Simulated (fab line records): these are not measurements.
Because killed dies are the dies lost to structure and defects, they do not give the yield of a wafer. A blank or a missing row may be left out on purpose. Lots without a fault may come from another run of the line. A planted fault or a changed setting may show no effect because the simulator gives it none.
Check of tool commonality ; flow berkeleyCmos170 ; Sampled: 15 lots, 54 wafers

WHY IT WAS OPENED
Flagged at UCB170_M1_CD_MEAS_90: reading cdNm, on 3 of 15 lots. No-fault wafers: 700.0 nm, standard deviation 2.2.
Rule: flag the lot when none of its wafers has a number, or when each of its wafers that has one lies beyond 4 standard deviations from that mean. As for the other lots, they are considered sound.

lot;measured;on;cdNm (nm), wafer by wafer;flag
L890;day 7 13:38;cdSem-01;698.9 698.5 701.9;
L891;day 7 20:10;cdSem-01;699.6 700.3 699.4;
L893;day 8 10:17;cdSem-01;700.4 701.5 702.1;
L894;day 8 20:03;cdSem-01;719.7 718.8 719.1 719.9 718.6 719.3;FLAGGED
L895;day 8 20:54;cdSem-01;715.5 714.4 714.6 715.7 714.6 714.6;FLAGGED
L898;day 9 15:58;cdSem-01;717.4 718.2 719.0 717.2 718.5 718.9;FLAGGED
L901;day 10 00:35;cdSem-02;702.0 702.7 700.9;
L902;day 10 06:17;cdSem-01;700.3 698.3 697.4;
L904;day 10 18:23;cdSem-01;696.1 697.6 698.9;
L905;day 10 18:34;cdSem-01;698.0 698.6 697.8;
L906;day 11 09:09;cdSem-01;704.9 701.7 702.2;
L907;day 11 09:31;cdSem-02;697.3 696.8 699.1;
L911;day 11 18:28;cdSem-01;698.1 698.0 696.6;
L910;day 11 21:23;cdSem-02;700.3 703.1 702.1;
L912;day 12 00:05;cdSem-02;699.3 697.9 700.3;
On average the flagged lots' numbers are 717.4 nm, which is +17.4 nm against the usual, or +8 standard deviations.

LOT BY LOT: THE TOOL USED
The record holds 1 process step before the reading, out of a route of 331 steps. Every cell lists first the tool, next ch and the chambers used by the sampled wafers, and last the start.
lot;flag;UCB170_M1_METAL_ETCH_12
L890;;rieMetal-01 ch 0,1, day 7 13:23
L891;;rieMetal-01 ch 0, day 7 19:55
L893;;rieMetal-03 ch 0,1, day 8 10:04
L894;FLAGGED;rieMetal-01 ch 1, day 8 19:48
L895;FLAGGED;rieMetal-01 ch 0,1, day 8 20:40
L898;FLAGGED;rieMetal-01 ch 0,1, day 9 15:44
L901;;rieMetal-03 ch 0,1, day 10 00:21
L902;;rieMetal-02 ch 0,1, day 10 06:02
L904;;rieMetal-02 ch 0,1, day 10 18:06
L905;;rieMetal-03 ch 0,1, day 10 18:20
L906;;rieMetal-03 ch 0,1, day 11 08:55
L907;;rieMetal-02 ch 0,1, day 11 09:16
L911;;rieMetal-02 ch 0,1, day 11 18:12
L910;;rieMetal-01 ch 0,1, day 11 21:09
L912;;rieMetal-02 ch 0,1, day 11 23:50
What is done by these steps:
- UCB170_M1_METAL_ETCH_12: etches Al in Cl2/BCl3, stops on PSG, target depth 780 nm, time 130 s.
- UCB170_M1_CD_MEAS_90: target cd 700 nm.

FLAGGED OVER TOTAL, TOOL BY TOOL (the gauges that took the reading come last)
step;tool;lots run;flagged;share of the flagged lots;sound lots run after its first flagged lot
UCB170_M1_METAL_ETCH_12;rieMetal-01;6;3;all;1 (L910)
UCB170_M1_METAL_ETCH_12;rieMetal-02;5;0;none;-
UCB170_M1_METAL_ETCH_12;rieMetal-03;4;0;none;-
UCB170_M1_CD_MEAS_90;cdSem-01;11;3;all;5 (L902,L904,L905,L906,L911)
UCB170_M1_CD_MEAS_90;cdSem-02;4;0;none;-

WHAT THE TABLE PERMITS
In 2 table rows, all flagged lots were run: rieMetal-01 (UCB170_M1_METAL_ETCH_12), cdSem-01 (UCB170_M1_CD_MEAS_90).
- rieMetal-01 at UCB170_M1_METAL_ETCH_12 ran 6 lots, 3 of them flagged. Lots that were sound ran on it after the first flagged one (L910); a persistent fault on the entire tool would not allow that. Its own readings (oesProductAu, runLengthS) fall more than 4 standard deviations out on all wafers of the flagged lots.
- cdSem-01 at UCB170_M1_CD_MEAS_90 ran 11 lots, 3 of them flagged. Lots that were sound ran on it after the first flagged one (L902, L904, L905, L906, L911); a persistent fault on the entire tool would not allow that.
No row of the table ran every flagged lot and no sound lot after the first.

WHAT THE SIMULATOR HAD PUT IN
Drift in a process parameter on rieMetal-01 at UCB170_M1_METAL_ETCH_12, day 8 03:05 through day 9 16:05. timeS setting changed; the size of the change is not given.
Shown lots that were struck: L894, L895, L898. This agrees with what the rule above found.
